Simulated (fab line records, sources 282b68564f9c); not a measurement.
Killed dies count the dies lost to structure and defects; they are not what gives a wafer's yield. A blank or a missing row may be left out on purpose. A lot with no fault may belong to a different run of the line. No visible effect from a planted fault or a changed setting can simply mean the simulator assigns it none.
Split-lot experiment    flow rit-cmos    on a route of 202 steps: 5 lots, 23 wafers read

## THE SPLIT
At RIT_NSD_IMPLANT_08, the setting energy-kev was moved away from the recipe's 25 on 10 of the 23 wafers read, by -5.1% to +5.0%. The other wafers ran this setting at the recipe's value.

## FROM THE SPLIT TO THE READING: what the file shows between them, 1 step
- RIT_NSD_STRIP_09: strips in O2, time 180 s

## THE READING
NSD_TW, at RIT_NSD_TW_MEAS_10. Fault-free wafers of this fab line usually give 3135, standard deviation 17.

wafer   tool, chamber at the split  energy-kev as run  against the recipe  NSD_TW  against lot-mates on the recipe
L074.1  implanter-04, 0             26.25              +5.0%               3170    +34
L074.2  implanter-04, 0             26.25              +5.0%               3175    +38
L074.3  implanter-04, 0             25                 recipe              3134    -
L074.5  implanter-04, 0             26.25              +5.0%               3173    +36
L074.6  implanter-04, 0             25                 recipe              3139    -
L078.1  implanter-02, 0             23.72              -5.1%               3100    -43
L078.3  implanter-02, 0             23.72              -5.1%               3085    -58
L078.4  implanter-02, 0             25                 recipe              3153    -
L078.5  implanter-02, 0             23.72              -5.1%               3095    -48
L078.6  implanter-02, 0             25                 recipe              3133    -
L079.1  implanter-02, 0             25                 recipe              3139    -
L079.4  implanter-02, 0             25                 recipe              3132    -
L079.5  implanter-02, 0             25                 recipe              3130    -
L082.2  implanter-04, 0             25                 recipe              3134    -
L082.3  implanter-04, 0             24.61              -1.6%               3137    +8
L082.4  implanter-04, 0             25                 recipe              3128    -
L082.5  implanter-04, 0             25                 recipe              3126    -
L082.6  implanter-04, 0             24.61              -1.6%               3120    -9
L085.1  implanter-04, 0             24.23              -3.1%               3137    -34
L085.2  implanter-04, 0             25                 recipe              3169    -
L085.3  implanter-04, 0             24.23              -3.1%               3129    -42
L085.4  implanter-04, 0             25                 recipe              3156    -
L085.6  implanter-04, 0             25                 recipe              3189    -

THE FIT
A straight line over all 23 wafers: NSD_TW changes by +7.32 for each +1% of energy-kev; r = +0.80; the points scatter about the line by 16.
The same after taking each lot's own level away (the mean of its wafers on the recipe; 23 wafers): +8.62 for each +1%; r = +0.93; scatter 9.6.
Per that fit: largest energy-kev move, reading shift of 44.
Across the lots, their own levels run from 3129.3 to 3171.3, a range of 2.5 times the standard deviation given above.
So the lot-to-lot level blurs the effect unless lot-mates are compared.
Check: with one of the wafers moved furthest among these (-5.1%) left out of the fit, the line predicts -46.2 for it against its lot-mates. Against them it came out at -43.

## FURTHER SPLITS ON THESE WAFERS
These wafers also went through other splits before the reading. Each is held against what the fit with the lots' levels taken away leaves over:
other split on the same wafers      wafers away from the commonest value  r with NSD_TW (lot level and that fit taken away)
RIT_GATE_OXIDATION_05 temp-c        18                                    -0.07
RIT_GATE_DEVELOP_15 develop-time-s  7                                     +0.06

## THE WHOLE CHAIN: every reading that the file lists as answering this split, in the file's order
step                what it does  reading                                                          change (the file's fit)                 r (the file's)
RIT_NSD_IMPLANT_08                implant.rp-nm (the simulator's own value, which no gauge read)   +0.22 nm for each +1% of the setting    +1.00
RIT_NSD_IMPLANT_08                implant.drp-nm (the simulator's own value, which no gauge read)  +0.0896 nm for each +1% of the setting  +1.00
RIT_NSD_TW_MEAS_10                NSD_TW                                                           +8.78 for each +1% of the setting       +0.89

## THE FILE'S OWN FIT
NSD_TW changes by +8.78 for each +1% of energy-kev, r = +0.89.
